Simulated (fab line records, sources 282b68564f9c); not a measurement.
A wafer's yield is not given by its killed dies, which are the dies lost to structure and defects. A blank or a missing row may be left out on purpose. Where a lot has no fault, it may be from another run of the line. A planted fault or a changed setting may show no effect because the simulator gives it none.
Split-lot study	flow ritCmos	5 lots, 23 wafers read, on a route of 202 steps

## ON THE SPLIT
At RIT_NSD_COAT_01 (resist thk 1000 nm), the setting resistThkNm was moved away from the recipe's 1000 nm on 11 of the 23 wafers read, by -5.9% to +5.2%. The other wafers ran this setting at the recipe's value.

## FROM THE SPLIT TO THE READING: what the file shows between them, 3 steps
- RIT_NSD_SOFTBAKE_02: time 62 s
- RIT_NSD_EXPOSE_03: exposes mask M9, target cd 40700 nm
- RIT_NSD_DEVELOP_05: develop time 50 s

## THE READING
NOVOLAK_of_NSD_COAT_01.thkNm (the simulator's own value, which no gauge read), in nm, at RIT_NSD_HARDBAKE_07 (time 60 s). The file does not state a usual value for it. Here, 12 wafers ran the recipe; their average is 884.5 nm with a standard deviation of 1.8 nm.

wafer	tool, chamber at the split	resistThkNm as run, nm	against the recipe	NOVOLAK_of_NSD_COAT_01.thkNm, nm	against lot-mates on the recipe
L074.1	lithoTrack-01, 0	940.8	-5.9%	833.1	-50.0
L074.2	lithoTrack-01, 0	940.8	-5.9%	829.3	-53.8
L074.4	lithoTrack-01, 0	1000	recipe	882.8	-
L074.5	lithoTrack-01, 0	940.8	-5.9%	831.1	-52.0
L074.6	lithoTrack-01, 0	1000	recipe	883.4	-
L076.2	lithoTrack-01, 0	1000	recipe	888.5	-
L076.3	lithoTrack-01, 0	1000	recipe	886.7	-
L076.5	lithoTrack-01, 0	1000	recipe	885.4	-
L078.1	lithoTrack-01, 0	1000	recipe	883.4	-
L078.2	lithoTrack-01, 0	1000	recipe	883.4	-
L078.3	lithoTrack-01, 0	1000	recipe	882.5	-
L078.4	lithoTrack-01, 0	1024	+2.4%	903.4	+20.3
L078.6	lithoTrack-01, 0	1024	+2.4%	902.8	+19.7
L080.1	lithoTrack-03, 0	1052	+5.2%	930.4	+46.6
L080.3	lithoTrack-03, 0	1000	recipe	884.9	-
L080.4	lithoTrack-03, 0	1052	+5.2%	927.5	+43.7
L080.5	lithoTrack-03, 0	1000	recipe	882.8	-
L080.6	lithoTrack-03, 0	1052	+5.2%	930.9	+47.1
L083.1	lithoTrack-02, 0	1000	recipe	886	-
L083.3	lithoTrack-02, 0	1000	recipe	884.7	-
L083.4	lithoTrack-02, 0	1044	+4.4%	924.5	+39.1
L083.5	lithoTrack-02, 0	1044	+4.4%	925.1	+39.8
L083.6	lithoTrack-02, 0	1044	+4.4%	925.9	+40.5

FIT RESULTS
A straight line over all 23 wafers: NOVOLAK_of_NSD_COAT_01.thkNm changes by +8.92 nm for each +1% of resistThkNm; r = +1.00; the points scatter about the line by 1.9 nm.
The same after taking each lot's own level away (the mean of its wafers on the recipe; 23 wafers): +8.82 nm for each +1%; r = +1.00; scatter 1.2 nm.
On that fit, the largest move of resistThkNm shifts the reading by 52 nm.
Measured against the standard deviation above, the lots' own levels, which go from 883.10 to 886.87 nm, span 2.1 times it.
The two slopes are in agreement: the lot-to-lot level therefore moves the slope only a little.
Check: for one of the wafers moved furthest among these (-5.9%), held out of the fit, the line's prediction against its lot-mates is -52.8 nm. Against them it came out at -50 nm.

## FURTHER SPLITS ON THESE WAFERS
These wafers also went through other splits before the reading. Each is held against what the fit with the lots' levels taken away leaves over:
other split on the same wafers	wafers away from the commonest value	r with NOVOLAK_of_NSD_COAT_01.thkNm (lot level and that fit taken away)
RIT_ACTIVE_OXIDATION_01 tempC	18	+0.01
RIT_FOX2_WET_ETCH_03 timeS	15	-0.12
RIT_PRETRO_COAT_01 spinRpm	7	-0.09
RIT_GATE_CVD_08 timeS	15	+0.11
RIT_GATE_ETCH_19 rfW	7	-0.23
RIT_NLDD_IMPLANT_08 doseCm2	10	+0.17
RIT_PLDD_SOFTBAKE_02 tempC	8	+0.14
RIT_PLDD_IMPLANT_08 doseCm2	9	-0.19

## THE WHOLE CHAIN: every reading that the file lists as answering this split, in the file's order
step	what it does	reading	change (the file's fit)	r (the file's)
RIT_NSD_COAT_01	resist thk 1000 nm	NOVOLAK_of_NSD_COAT_01.thkNm (the simulator's own value, which no gauge read)	+10.1 nm for each +1% of the setting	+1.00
RIT_NSD_HARDBAKE_07	time 60 s	NOVOLAK_of_NSD_COAT_01.thkNm (the simulator's own value, which no gauge read)	+8.81 nm for each +1% of the setting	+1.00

## THE FILE'S OWN FIT
NOVOLAK_of_NSD_COAT_01.thkNm changes by +8.81 nm for each +1% of resistThkNm, r = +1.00.
